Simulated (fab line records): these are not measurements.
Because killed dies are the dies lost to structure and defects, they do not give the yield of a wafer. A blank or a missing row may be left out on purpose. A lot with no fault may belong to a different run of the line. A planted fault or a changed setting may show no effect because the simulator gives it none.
A single fault, viewed from 2 desks + flow ritCmos + numbers are kept per desk, each desk with only its own; the story behind them comes last

TOOL OWNER'S DESK, rieMetal-01
The tool's own readings at RIT_M1_METAL_ETCH_12 (etches Al in Cl2/BCl3, stops on SiO2, time 165 s, target depth 600 nm): means of the sampled wafers that have a number, for each lot that ran on this tool. Any lot whose mean is over 4 standard deviations away from the usual mean is out of limits and marked OUT; that distance is given in the brackets.
Columns: A = drypumpMotorCurrentA at RIT_M1_METAL_ETCH_12, usual 5.7 A; B = oesProductAu at RIT_M1_METAL_ETCH_12, usual 0.776 a.u.; C = throttleValvePct at RIT_M1_METAL_ETCH_12, usual 8.26 %
| lot  | first seen here | A   | B     | C    |
|------|-----------------|-----|-------|------|
| L420 | day 3 19:17     | 6.0 | 0.783 | 8.34 |
| L423 | day 4 09:08     | 6.0 | 0.784 | 8.36 |
| L426 | day 4 23:52     | 6.0 | 0.792 | 8.30 |
| L437 | day 7 10:22     | 6.0 | 0.785 | 8.30 |
Finding of this desk: none of the 4 lots has anything out of limits.

FROM THE METROLOGY DESK
What the gauges read for every lot (on any tool): the sampled wafers with a number, averaged. Any lot whose mean is over 4 standard deviations away from the usual mean is out of limits and marked OUT; that distance is given in the brackets.
Columns: A = cdNm at RIT_M1_CD_MEAS_90, usual 2601.1 nm
| lot  | first seen here | A      |
|------|-----------------|--------|
| L418 | day 3 08:03     | 2596.5 |
| L419 | day 3 14:32     | 2602.9 |
| L420 | day 3 19:49     | 2601.6 |
| L423 | day 4 09:38     | 2604.6 |
| L424 | day 4 13:14     | 2601.1 |
| L425 | day 4 17:49     | 2603.3 |
| L426 | day 5 00:23     | 2599.8 |
| L427 | day 5 04:44     | 2600.4 |
| L433 | day 6 15:01     | 2598.6 |
| L437 | day 7 10:52     | 2593.5 |
| L438 | day 7 15:25     | 2601.7 |
| L439 | day 7 19:18     | 2601.4 |
| L441 | day 8 02:48     | 2601.4 |
Finding of this desk: none of the 13 lots has anything out of limits.

PUT TOGETHER
Nothing out of limits was seen by the tool owner's desk.
At the metrology desk, nothing out of limits was observed.

WHAT WAS PUT IN BY THE SIMULATOR
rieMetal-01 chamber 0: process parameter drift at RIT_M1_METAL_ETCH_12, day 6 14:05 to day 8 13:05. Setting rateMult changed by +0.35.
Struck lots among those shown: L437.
